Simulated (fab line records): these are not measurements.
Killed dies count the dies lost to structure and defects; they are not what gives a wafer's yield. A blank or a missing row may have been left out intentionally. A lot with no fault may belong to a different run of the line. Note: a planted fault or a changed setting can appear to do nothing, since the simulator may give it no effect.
The tool behind it: which one? | flow berkeleyCmos170 | 7 lots (21 wafers sampled), 1 step of a 331-step route

WHAT THE GAUGES READ, wafer by wafer
UCB170_NWELL_OVL_MEAS_12.
lot  | measured    | on         | NWELL_OVL (nm)
L237 | day 2 17:26 | overlay-01 | -1 -1 -5
L239 | day 3 06:22 | overlay-01 | -3 -9 -5
L247 | day 4 15:34 | overlay-01 | 3 1 3
L248 | day 4 20:00 | overlay-01 | -10 -4 -6
L252 | day 5 18:43 | overlay-01 | -2 1 8
L254 | day 6 02:40 | overlay-02 | -9 -1 -5
L258 | day 6 23:02 | overlay-01 | -12 -14 -18

WHAT TOOL EACH LOT RAN ON (gives the tool, then ch and the chambers of the sampled wafers, and finally the start)
The record shows no process step preceding these readings.

THE ANSWER, worked out from the rows above alone
Rule: what is usual is taken from the lots themselves. Put in order of their means at a reading, lots are off if they are a third of the lots or fewer, leave a main group of 4 or more, and stand apart from it by a gap of 3 or more times the standard deviation of the main group's means; of several such gaps the widest counts. A main group whose means are all the same, to the digits that the tables above print for the reading, isn't used. A lot without any number at a reading at which 4 lots or more have one is off too. All remaining lots with rows at the step are treated as sound.
Nothing can be told from this: no lot is off at any reading shown.

WHAT WAS PUT IN BY THE SIMULATOR
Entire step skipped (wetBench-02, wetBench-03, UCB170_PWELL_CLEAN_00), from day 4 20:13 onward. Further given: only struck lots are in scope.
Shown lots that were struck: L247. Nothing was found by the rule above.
